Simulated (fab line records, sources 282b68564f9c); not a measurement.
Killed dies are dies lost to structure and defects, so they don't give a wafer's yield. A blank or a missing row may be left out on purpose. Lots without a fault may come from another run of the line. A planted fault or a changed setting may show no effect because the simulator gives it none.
Which tool did it? | flow rit_cmos | 14 lots, 42 wafers sampled, at 2 steps of a route of 202

WHAT THE GAUGES READ, wafer by wafer
RIT_ACTIVE_THK_MEAS_02. Usual: ACTIVE_OXIDE_THK 46.8 nm, standard deviation 0.86.
lot  | measured    | on            | ACTIVE_OXIDE_THK (nm) | flag
L660 | day 1 17:17 | film_metro-03 | 45.7 45.2 45.3        |
L663 | day 2 08:40 | film_metro-02 | 47.8 47.5 47.8        |
L664 | day 2 14:27 | film_metro-04 | 47.7 48.0 47.3        |
L665 | day 2 18:04 | film_metro-02 | 45.4 45.5 45.7        |
L666 | day 2 23:50 | film_metro-02 | 46.5 46.8 46.4        |
L667 | day 3 05:07 | film_metro-03 | 45.6 45.4 45.8        |
L668 | day 3 09:03 | film_metro-03 | 46.8 46.7 46.8        |
L669 | day 3 15:50 | film_metro-02 | 46.2 45.7 46.3        |
L670 | day 3 20:13 | film_metro-02 | 46.9 45.6 46.2        |
L671 | day 4 00:44 | film_metro-04 | 47.9 48.0 47.5        |
L675 | day 4 20:52 | film_metro-02 | 46.9 47.6 47.0        |
L679 | day 5 16:11 | film_metro-04 | 53.9 53.5 53.7        | OFF
L680 | day 5 21:04 | film_metro-02 | 53.8 53.7 54.0        | OFF
L682 | day 6 07:53 | film_metro-04 | 46.3 47.0 47.4        |

WHICH TOOL RAN EACH LOT (tool, then ch and the chambers of the sampled wafers, then the start)
lot  | RIT_ACTIVE_OXIDATION_01
L660 | furnace-01 ch 0, day 1 15:21
L663 | furnace-04 ch 0, day 2 06:43
L664 | furnace-04 ch 0, day 2 12:31
L665 | furnace-03 ch 0, day 2 16:07
L666 | furnace-04 ch 0, day 2 21:53
L667 | furnace-03 ch 0, day 3 03:11
L668 | furnace-03 ch 0, day 3 07:07
L669 | furnace-03 ch 0, day 3 13:53
L670 | furnace-01 ch 0, day 3 18:16
L671 | furnace-01 ch 0, day 3 22:49
L675 | furnace-03 ch 0, day 4 18:56
L679 | furnace-03 ch 0, day 5 14:15
L680 | furnace-03 ch 0, day 5 19:07
L682 | furnace-01 ch 0, day 6 05:57
- RIT_ACTIVE_OXIDATION_01: target thk 46.8 nm, ox time 3360 s.

WHAT THE TOOLS THEMSELVES READ (means of the sampled wafers that have a number; where no wafer has one, the mark that the record gives instead)
RIT_ACTIVE_OXIDATION_01. Usual: spike_tc_centre_C 1003.4 C, standard deviation 1.8; spike_tc_load_C 1026.6 C, standard deviation 2; spike_tc_source_C 1027.2 C, standard deviation 1.2; tube_center_temp_C 1000 C, standard deviation 0.099; tube_center_temp_C_max 1002.6, standard deviation 0.42; zone_power_centre_pct 56 %, standard deviation 4.4.
lot  | tool       | spike_tc_centre_C (C) | spike_tc_load_C (C) | spike_tc_source_C (C) | tube_center_temp_C (C) | tube_center_temp_C_max | zone_power_centre_pct (%) | flag
L660 | furnace-01 | 1005.2                | 1026.4              | 1026.9                | 1000                   | 1002.7                 | 52                        |
L663 | furnace-04 | 999.7                 | 1029.8              | 1027.4                | 1000                   | 1002.9                 | 64                        |
L664 | furnace-04 | 1001.5                | 1028.7              | 1026.2                | 1000                   | 1002.4                 | 63                        |
L665 | furnace-03 | 1003.1                | 1026.1              | 1027.0                | 1000                   | 1002.7                 | 56                        |
L666 | furnace-04 | 1001.5                | 1030.2              | 1027.8                | 1000                   | 1002.8                 | 63                        |
L667 | furnace-03 | 1003.3                | 1025.2              | 1026.5                | 1000                   | 1002.6                 | 56                        |
L668 | furnace-03 | 1004.7                | 1026.6              | 1028.8                | 1000                   | 1002.7                 | 55                        |
L669 | furnace-03 | 1003.5                | 1026.2              | 1026.6                | 1000                   | 1002.6                 | 55                        |
L670 | furnace-01 | 1004.7                | 1026.4              | 1026.6                | 1000                   | 1002.4                 | 52                        |
L671 | furnace-01 | 1004.9                | 1025.7              | 1026.5                | 1000                   | 1002.9                 | 52                        |
L675 | furnace-03 | 1003.6                | 1026.0              | 1027.4                | 1000                   | 1002.5                 | 56                        |
L679 | furnace-03 | 1018.2                | 1040.3              | 1042.8                | 1015                   | 1017.5                 | 56                        | OFF
L680 | furnace-03 | 1018.0                | 1040.4              | 1043.9                | 1015                   | 1017.5                 | 56                        | OFF
L682 | furnace-01 | 1004.9                | 1025.8              | 1025.8                | 1000                   | 1002.5                 | 52                        |

THE ANSWER, worked out from the rows above alone
Rule: a lot is off if the mean of its wafers that have a number lies more than 3 standard deviations from the usual mean. A lot without any number at a reading at which 4 lots or more have one is off too. The other lots that the step has rows for count as sound. The gauges are gone through in route order, then the tools' own readings, and for those a lot's mean is taken as printed above. The first step at which some lot is off is used, and at that step the reading that is off furthest; a lot without a number counts as furthest.
Off: L679, L680, at RIT_ACTIVE_THK_MEAS_02 (ACTIVE_OXIDE_THK).
A tool fits if, at a process step before that reading, it ran every lot that is off, and no sound lot after the first of them. The gauges at RIT_ACTIVE_THK_MEAS_02 aren't tried: what is off there is off at RIT_ACTIVE_OXIDATION_01 too, on other tools, and a gauge's error can't cause that. One fits: furnace-03 at RIT_ACTIVE_OXIDATION_01. Its last sound lot is L675 (day 4 18:56), its first lot that is off L679 (day 5 14:15): a fault that began between those two fits.
The tool's own readings at RIT_ACTIVE_OXIDATION_01 bear it out: on the lots that are off they differ by more than 5 times the standard deviation of the sound lots' means. spike_tc_centre_C reads 1018.1 C there against 1003.4 C on the sound lots; spike_tc_load_C reads 1040.3 C there against 1026.9 C on the sound lots; spike_tc_source_C reads 1043.3 C there against 1027.0 C on the sound lots; tube_center_temp_C reads 1015 C there against 1000 C on the sound lots; tube_center_temp_C_max reads 1017.5 there against 1002.6 on the sound lots.

WHAT THE SIMULATOR HAD PUT IN
Process parameter drift: furnace-03, from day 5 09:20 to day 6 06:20, at RIT_ACTIVE_OXIDATION_01. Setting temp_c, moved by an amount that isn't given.
Lots struck among those shown: L679, L680. The rule above found the same.
